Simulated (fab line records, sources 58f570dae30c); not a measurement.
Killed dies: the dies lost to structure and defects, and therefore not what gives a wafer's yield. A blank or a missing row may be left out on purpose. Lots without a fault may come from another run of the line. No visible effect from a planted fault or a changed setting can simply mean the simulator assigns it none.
fab line records | flow berkeleyCmos170
[record] lots = 5 | wafers = 15 | lastDay = 11
route steps=331 shown M1@238 M3@331
lots that met no fault: from a run of the same line without faults
startH: the number of hours between the record's first day and the start of the first shown wafer of the lot | waitH: time in hours since the lot's previous step | " unchanged from the row above | L1.1+2: a single row standing in for several wafers | - value missing, or start not given | * or withheld: withheld | < > ~ a bound
route shown NAME@n: names a module that has steps shown in the file, with the first one's number in the route | usual: average and standard deviation across the fault-free wafers | same: alike in all rows | chamber/n: place in a boat | sites: readings site by site | _std_site: how widely they spread, as a standard deviation | _edge_site: inner sites' mean taken away from outer sites' mean | radiusMm: for every site, how far away it sits from the centre of the wafer | mask NAME#n: copy n | behind: the last tool/chamber to shape the wafer | hold: why the lot was held/for how many hours/how that ended | device: which transistor (n, p or np) failed to switch | end of line: at the end of the route, the tests of the same wafers | step lacking rows: just its recipe | killed: not the wafer's yield, but the dies lost to structure and defects at the first sort | map: shows each die of a wafer: x if killed, . if not, _ if none is there
set.NAME: the setting the step ran with; set.NAME@STEP: the setting that earlier step ran with | model.NAME: the simulator's own value behind a step, which no gauge read
a table for each step, a row for each wafer; lots at some steps of the route
services: from which hour (startH, from the record's first day; less than 0 if before it) a tool's chamber was out of use, for how many hours, and why
[[steps]]
[step UCB170_M1_SPUTTER_00]
[recipe] material = Al | targetThkNm = 600 | timeS = 80 | powerW = 6000 | chamberPressurePa = 0.5
[usual] throttleValvePct = 30.2/0.85
lot.wafer | tool          | chamber | startH | waitH | throttleValvePct
L615.3    | pvdSputter-02 | -       | 167.44 | 0.0   | 29.6
L615.4    | "             | -       | "      | "     | 30.5
L615.5    | "             | -       | "      | "     | 30.0
L611.1    | pvdSputter-02 | -       | 175.53 | 0.0   | 30.1
L611.3    | "             | -       | "      | "     | 29.7
L611.5    | "             | -       | "      | "     | 29.9
L623.1    | pvdSputter-03 | -       | 209.78 | 0.0   | 28.4
L623.2    | "             | -       | "      | "     | 30.2
L623.4    | "             | -       | "      | "     | 29.8
L629.3    | pvdSputter-01 | -       | 234.82 | 0.0   | 31.5
L629.5    | "             | -       | "      | "     | 30.5
L629.6    | "             | -       | "      | "     | 29.9
L631.1    | pvdSputter-03 | -       | 241.99 | 0.0   | 30.1
L631.3    | "             | -       | "      | "     | 28.1
L631.5    | "             | -       | "      | "     | 31.1
[step UCB170_M1_RS_MEAS_01]
[recipe] thkMeasGauge = four-point-probe | reads = Al_of_M1_SPUTTER_00
[usual] M1_AL_RS = 0.0488/0.00059
lot.wafer | tool         | chamber | startH | waitH | M1_AL_RS[ohm/sq]
L615.3    | filmMetro-03 | -       | 167.54 | 0.1   | 0.0487
L615.4    | "            | -       | "      | "     | 0.0488
L615.5    | "            | -       | "      | "     | 0.0488
L611.1    | filmMetro-02 | -       | 175.59 | 0.0   | 0.0503
L611.3    | "            | -       | "      | "     | 0.0503
L611.5    | "            | -       | "      | "     | 0.0504
L623.1    | filmMetro-03 | -       | 209.84 | 0.0   | 0.0490
L623.2    | "            | -       | "      | "     | 0.0483
L623.4    | "            | -       | "      | "     | 0.0485
L629.3    | filmMetro-02 | -       | 234.93 | 0.1   | 0.0487
L629.5    | "            | -       | "      | "     | 0.0485
L629.6    | "            | -       | "      | "     | 0.0484
L631.1    | filmMetro-01 | -       | 242.06 | 0.0   | 0.0477
L631.3    | "            | -       | "      | "     | 0.0478
L631.5    | "            | -       | "      | "     | 0.0487
[step UCB170_M1_THK_MEAS_02]
[recipe] thkMeasGauge = xrf | reads = Al_of_M1_SPUTTER_00
[usual] M1_AL_THK = 605/7.5
lot.wafer | tool         | chamber | startH | waitH | M1_AL_THK[nm]
L615.3    | filmMetro-03 | -       | 167.64 | 0.1   | 608
L615.4    | "            | -       | "      | "     | 602
L615.5    | "            | -       | "      | "     | 606
L611.1    | filmMetro-02 | -       | 175.71 | 0.1   | 583
L611.3    | "            | -       | "      | "     | 588
L611.5    | "            | -       | "      | "     | 585
L623.1    | filmMetro-03 | -       | 209.96 | 0.1   | 609
L623.2    | "            | -       | "      | "     | 616
L623.4    | "            | -       | "      | "     | 611
L629.3    | filmMetro-02 | -       | 235.03 | 0.1   | 603
L629.5    | "            | -       | "      | "     | 608
L629.6    | "            | -       | "      | "     | 608
L631.1    | filmMetro-01 | -       | 242.18 | 0.1   | 621
L631.3    | "            | -       | "      | "     | 617
L631.5    | "            | -       | "      | "     | 609
[step UCB170_M1_COAT_03]
[recipe] resist = BARC | tempC = withheld | timeS = withheld | spinRpm = 3000 | resistThkNm = withheld
[step UCB170_M1_COAT_04]
[recipe] resist = KrF | spinRpm = 1500 | resistThkNm = 900
[step UCB170_M1_SOFTBAKE_05]
[recipe] resist = KrF | tempC = 130 | timeS = 60
[step UCB170_M1_EXPOSE_06]
[recipe] maskId = METAL1 | targetCdNm = 700 | na = 0.5 | sigmaOuter = 0.6 | sourceShape = conventional | doseMj = 21
[step UCB170_M1_PEB_07]
[recipe] pebTempC = 130 | pebTimeS = withheld | resist = KrF
[usual] plateSensorTCentreC = 131.41/0.0097 | plateSensorTEdgeC = 131.53/0.011
lot.wafer | tool          | chamber | startH | waitH | plateSensorTCentreC | plateSensorTEdgeC
L615.3    | lithoTrack-01 | 0       | 168.75 | 0.6   | 131.42              | 131.54
L615.4    | "             | 0       | "      | "     | 131.42              | 131.53
L615.5    | "             | 0       | "      | "     | 131.42              | 131.53
L611.1    | lithoTrack-01 | 0       | 176.72 | 0.1   | 131.42              | 131.54
L611.3    | "             | 0       | "      | "     | 131.43              | 131.53
L611.5    | "             | 0       | "      | "     | 131.4               | 131.55
L623.1    | lithoTrack-01 | 0       | 210.99 | 0.4   | 131.4               | 131.53
L623.2    | "             | 0       | "      | "     | 131.4               | 131.55
L623.4    | "             | 0       | "      | "     | 131.4               | 131.53
L629.3    | lithoTrack-01 | 0       | 235.81 | 0.1   | 131.41              | 131.54
L629.5    | "             | 0       | "      | "     | 131.39              | 131.54
L629.6    | "             | 0       | "      | "     | 131.41              | 131.54
L631.1    | lithoTrack-03 | 0       | 242.98 | 0.1   | 131.41              | 131.53
L631.3    | "             | 0       | "      | "     | 131.43              | 131.52
L631.5    | "             | 0       | "      | "     | 131.4               | 131.53
[step UCB170_M1_DEVELOP_08]
[recipe] developer = TMAH | developTimeS = 45 | resist = KrF | devTempC = 21
[step UCB170_M1_CD_MEAS_09]
[recipe] targetCdNm = 700
[usual] cdNm = 700.0/1.2
lot.wafer | tool     | chamber | startH | waitH | cdNm
L615.3    | cdSem-02 | -       | 169.01 | -     | 698.4
L615.4    | "        | -       | "      | "     | 700.0
L615.5    | "        | -       | "      | "     | 697.4
L611.1    | cdSem-01 | -       | 177.23 | -     | 701.5
L611.3    | "        | -       | "      | "     | 700.7
L611.5    | "        | -       | "      | "     | 701.8
L623.1    | cdSem-02 | -       | 211.26 | -     | 698.4
L623.2    | "        | -       | "      | "     | 698.2
L623.4    | "        | -       | "      | "     | 700.6
L629.3    | cdSem-01 | -       | 236.07 | -     | 701.1
L629.5    | "        | -       | "      | "     | 701.8
L629.6    | "        | -       | "      | "     | 700.9
L631.1    | cdSem-02 | -       | 243.25 | -     | 699.0
L631.3    | "        | -       | "      | "     | 698.6
L631.5    | "        | -       | "      | "     | 700.3
[step UCB170_M1_OVL_MEAS_10]
[usual] M1_OVL = -2/5.6
lot.wafer | tool       | chamber | startH | waitH | M1_OVL[nm]
L615.3    | overlay-01 | -       | 169.10 | 0.1   | 4
L615.4    | "          | -       | "      | "     | 5
L615.5    | "          | -       | "      | "     | -3
L611.1    | overlay-02 | -       | 177.35 | 0.1   | 6
L611.3    | "          | -       | "      | "     | 8
L611.5    | "          | -       | "      | "     | 11
L623.1    | overlay-01 | -       | 211.38 | 0.1   | -6
L623.2    | "          | -       | "      | "     | -3
L623.4    | "          | -       | "      | "     | -1
L629.3    | overlay-01 | -       | 236.16 | 0.1   | -1
L629.5    | "          | -       | "      | "     | -7
L629.6    | "          | -       | "      | "     | -5
L631.1    | overlay-02 | -       | 243.37 | 0.1   | -1
L631.3    | "          | -       | "      | "     | 1
L631.5    | "          | -       | "      | "     | 7
[step UCB170_M1_ETCH_11]
[recipe] chemistry = N2/H2 | targetDepthA = withheld | overetchA = withheld | target = BARC | timeS = withheld | sourceW = 500 | biasW = 100 | pressureMtorr = 30.91 | n2FlowSccm = 100 | h2FlowSccm = 200
[usual] drypumpMotorCurrentA = 6.0/0.39 | oesProductAu = 0.994/0.023 | rfFwdPowerW = 495.4/1.9 | throttleValvePct = 13.00/0.14
lot.wafer | tool       | chamber | startH | waitH | drypumpMotorCurrentA | oesProductAu | rfFwdPowerW | throttleValvePct
L615.3    | rieDiel-03 | 1       | 169.13 | 0.0   | 6.3                  | 1.021        | 497.7       | 13.36
L615.4    | "          | 3       | "      | "     | 6.2                  | 0.996        | 497.6       | 12.76
L615.5    | "          | 1       | "      | "     | 6.3                  | 1.020        | 497.6       | 13.36
L611.1    | rieDiel-04 | 0       | 177.38 | 0.0   | 6.4                  | 1.005        | 493.3       | 12.98
L611.3    | "          | 1       | "      | "     | 5.6                  | 1.019        | 493.9       | 13.01
L611.5    | "          | 3       | "      | "     | 5.8                  | 0.995        | 497.3       | 13.06
L623.1    | rieDiel-04 | 1       | 211.42 | 0.0   | 5.6                  | 1.025        | 496.1       | 13.00
L623.2    | "          | 0       | "      | "     | 6.4                  | 1.009        | 493.6       | 12.97
L623.4    | "          | 3       | "      | "     | 5.7                  | 0.999        | 495.0       | 13.06
L629.3    | rieDiel-04 | 1       | 236.19 | 0.0   | 5.6                  | 1.010        | 498.0       | 12.98
L629.5    | "          | 2       | "      | "     | 5.8                  | 0.983        | 498.5       | 12.73
L629.6    | "          | 1       | "      | "     | 5.6                  | 1.016        | 497.1       | 12.99
L631.1    | rieDiel-04 | 3       | 243.41 | 0.0   | 5.7                  | 1.000        | 499.5       | 13.07
L631.3    | "          | 1       | "      | "     | 5.7                  | 1.003        | 499.4       | 13.00
L631.5    | "          | 2       | "      | "     | 5.8                  | 0.981        | 494.3       | 12.74
[step UCB170_M1_METAL_ETCH_12]
[recipe] chemistry = Cl2/BCl3 | target = Al | stopOn = PSG | pressureMtorr = 12 | targetDepthA = 7800 | overEtchFrac = 0.3 | timeS = 130 | icpW = 600 | biasW = 120 | Cl2_flow_sccm = 90 | bcl3FlowSccm = 45
[usual] drypumpMotorCurrentA = 5.8/0.52 | oesProductAu = 0.850/0.015 | rfFwdPowerW = 597.5/1.8 | throttleValvePct = 24.57/0.1
lot.wafer | tool        | chamber | startH | waitH | drypumpMotorCurrentA | oesProductAu | rfFwdPowerW | rfHoursCounterH | throttleValvePct | model.KrF_of_M1_COAT_04.thkNm | model.M1.cdNm
L615.3    | rieMetal-02 | 0       | 169.22 | -     | 4.9                  | 0.856        | 598.4       | -               | 24.60            | 427                           | 697.7
L615.4    | "           | 1       | "      | "     | 5.6                  | 0.856        | 594.9       | -               | 24.59            | 437.4                         | 697.8
L615.5    | "           | 0       | "      | "     | 4.9                  | 0.856        | 601.2       | -               | 24.60            | 434.9                         | 697.4
L611.1    | rieMetal-01 | 0       | 177.42 | -     | 6.4                  | 0.828        | 597.1       | 3               | 24.70            | 435.7                         | 698.5
L611.3    | "           | 1       | "      | "     | 6.0                  | 0.830        | 595.7       | -               | 24.46            | 435.9                         | 700.7
L611.5    | "           | 0       | "      | "     | 6.4                  | 0.828        | 599.1       | -               | 24.69            | 436                           | 702.3
L623.1    | rieMetal-01 | 1       | 211.46 | -     | 6.0                  | 0.843        | 596.6       | 11              | 24.43            | 433.8                         | 697.4
L623.2    | "           | 0       | "      | "     | 6.4                  | 0.855        | 596.9       | 4               | 24.69            | 524.1                         | 702.4
L623.4    | "           | 1       | "      | "     | 6.0                  | 0.847        | 597.7       | -               | 24.44            | 430.7                         | 701.5
L629.3    | rieMetal-02 | 0       | 236.27 | -     | 4.9                  | 0.860        | 598.3       | -               | 24.59            | 439.3                         | 701.6
L629.5    | "           | 1       | "      | "     | 5.6                  | 0.862        | 596.6       | -               | 24.60            | 447                           | 701.7
L629.6    | "           | 0       | "      | "     | 4.8                  | 0.860        | 596.7       | -               | 24.60            | 437.4                         | 700.8
L631.1    | rieMetal-02 | 0       | 243.45 | -     | 4.9                  | 0.863        | 596.8       | 11              | 24.59            | 437.7                         | 695.1
L631.3    | "           | 0       | "      | "     | 4.9                  | 0.866        | 594.1       | -               | 24.61            | 440.8                         | 693.7
L631.5    | "           | 1       | "      | "     | 5.6                  | 0.855        | 599.0       | -               | 24.59            | 445.3                         | 696.6
[step UCB170_M1_STRIP_13]
[recipe] chemistry = O2 | powerW = 400 | pressureMtorr = 3500 | platenTempC = withheld | o2FlowSccm = 400 | overashFraction = 0.5
[usual] drypumpMotorCurrentA = 5.82/0.15 | o2FlowSccm = 399.7/1.2 | oesProductAu = 0.720/0.0047
lot.wafer | tool           | chamber | startH | waitH | drypumpMotorCurrentA | o2FlowSccm | oesProductAu | rfHoursCounterH
L615.3    | plasmaAsher-02 | 1       | 169.34 | 0.1   | 5.79                 | 400.8      | 0.720        | -
L615.4    | "              | 0       | "      | "     | 5.89                 | 400.4      | 0.720        | -
L615.5    | "              | 0       | "      | "     | 5.89                 | 399.6      | 0.720        | -
L611.1    | plasmaAsher-03 | 0       | 177.56 | 0.1   | 5.84                 | 398.5      | 0.719        | 41
L611.3    | "              | 0       | "      | "     | 5.82                 | 398.2      | 0.716        | -
L611.5    | "              | 1       | "      | "     | 5.56                 | 398.3      | 0.719        | -
L623.1    | plasmaAsher-02 | 0       | 211.59 | 0.1   | 5.90                 | 400.6      | 0.715        | 53
L623.2    | "              | 1       | "      | "     | 5.77                 | 400.0      | 0.711        | 53
L623.4    | "              | 0       | "      | "     | 5.90                 | 399.2      | 0.705        | -
L629.3    | plasmaAsher-04 | 1       | 236.40 | 0.1   | 6.03                 | 397.6      | 0.724        | -
L629.5    | "              | 0       | "      | "     | 5.88                 | 400.1      | 0.715        | -
L629.6    | "              | 1       | "      | "     | 6.01                 | 398.0      | 0.716        | -
L631.1    | plasmaAsher-04 | 0       | 243.59 | 0.1   | 5.87                 | 401.2      | 0.720        | 56
L631.3    | "              | 1       | "      | "     | 6.05                 | 400.9      | 0.722        | -
L631.5    | "              | 1       | "      | "     | 6.05                 | 399.9      | 0.718        | -
[step UCB170_M3_PROBE_99]
lot.wafer | tool      | chamber | startH | waitH | model.etest.m1CombOverSteps.overLimit | model.etest.ring.overLimit | model.etest.antennaM1.vtShiftV
L615.3    | prober-01 | -       | 184.95 | 0.2   | 0                                     | 0                          | -0.002449
L615.4    | prober-01 | -       | 185.00 | 0.2   | 0                                     | 0                          | -0.006215
L615.5    | prober-01 | -       | 185.05 | 0.2   | 0                                     | 0                          | -0.0106
L611.1    | prober-02 | -       | 195.34 | 0.1   | 0                                     | 0                          | -0.005483
L611.3    | prober-02 | -       | 195.44 | 0.2   | 0                                     | 0                          | -0.007208
L611.5    | prober-02 | -       | 195.54 | 0.2   | 0                                     | 0                          | -0.006137
L623.1    | prober-01 | -       | 228.85 | 0.1   | 0                                     | 0                          | -0.01263
L623.2    | prober-01 | -       | 228.90 | 0.1   | 1                                     | 1                          | 0.001309
L623.4    | prober-01 | -       | 229.00 | 0.2   | 0                                     | 0                          | -0.006036
L629.3    | prober-02 | -       | 253.45 | 0.2   | 0                                     | 0                          | -0.009972
L629.5    | prober-02 | -       | 253.55 | 0.2   | 0                                     | 0                          | -0.005844
L629.6    | prober-02 | -       | 253.60 | 0.2   | 0                                     | 0                          | -0.005674
L631.1    | prober-01 | -       | 261.87 | 0.1   | 0                                     | 0                          | -0.007398
L631.3    | prober-01 | -       | 261.97 | 0.2   | 0                                     | 0                          | -0.009147
L631.5    | prober-01 | -       | 262.07 | 0.2   | 0                                     | 0                          | -0.007288
// killed by level:class
L615.3 ACTIVE:geometricParticle:open=1 GATE:geometricParticle:open=1 SPACER:geometricParticle:open=1 M1:geometricParticle:short=1 M2:geometricParticle:short=1
L615.4 GATE:geometricParticle:short=1 GATE:geometricParticle:open=1 SPACER:geometricParticle:open=1 M1:geometricParticle:short=1
L615.5 SILICIDE:geometricParticle:short=1 M2:geometricParticle:short=1
L611.1 M3:geometricParticle:open=2 ACTIVE:geometricParticle:short=1 SILICIDE:geometricParticle:open=1
L611.3 WELLDRIVE:geometricParticle:short=1
L611.5 CONTACT:geometricParticle:short=1
L629.3 GATE:geometricParticle:open=1 SPACER:geometricParticle:short=1 SILICIDE:geometricParticle:short=1
L629.5 V2:geometricParticle:short=1
L629.6 SPACER:geometricParticle:open=1 CONTACT:geometricParticle:short=1
L631.3 SCREENOX:geometricParticle:short=1 GATE:geometricParticle:short=1 SILICIDE:geometricParticle:short=1
L631.5 GATE:geometricParticle:open=1
[[services]]
tool           | chamber | startH | hours | kind
pvdSputter-03  | -       | 153.25 | 16.6  | repair
rieDiel-04     | 0       | 160.27 | 2.2   | repair
rieDiel-04     | 2       | 167.27 | -     | clean
rieDiel-04     | 2       | 167.27 | 16.4  | scheduledDown
rieDiel-04     | 2       | 167.27 | 16.4  | ventCycle
pvdSputter-03  | -       | 199.04 | 2.6   | repair
pvdSputter-01  | -       | 202.54 | 12.5  | repair
pvdSputter-02  | 3       | 204.91 | -     | consumableReplace:kit
pvdSputter-02  | 3       | 204.91 | 18.0  | scheduledDown
pvdSputter-02  | 3       | 204.91 | 18.0  | ventCycle
rieDiel-04     | 2       | 210.81 | 4.5   | repair
pvdSputter-02  | -       | 212.14 | 13.7  | repair
rieDiel-03     | 3       | 214.78 | 3.2   | repair
rieDiel-04     | 2       | 218.26 | 6.5   | repair
pvdSputter-01  | -       | 222.65 | 3.6   | repair
plasmaAsher-04 | -       | 224.44 | 0.4   | repair
plasmaAsher-02 | -       | 243.09 | 3.5   | repair
[[key]]
firstSign none at tools or gauges
[modelEffect] step = UCB170_M1_METAL_ETCH_12 | value = KrF_of_M1_COAT_04.thkNm | without = 440 | struck = 524.1
[modelEffect] step = UCB170_M3_PROBE_99 | value = etest.m1CombOverSteps.overLimit | without = 0 | struck = 1
metAt UCB170_M1_METAL_ETCH_12
struckWafers L623.2
sortLeftOut L623.2
onsetBetween 177.42 211.46
[fault] kind = processParameterDrift | tool = rieMetal-01 | chamber = 0 | onsetH = 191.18 | steps = UCB170_M1_METAL_ETCH_12 | channel = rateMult | offset = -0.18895 | shape = step | endH = 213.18
// sortLeftOut: the simulated sort isn't trusted on such a fault, so these wafers' sort isn't shown, and their yield isn't known
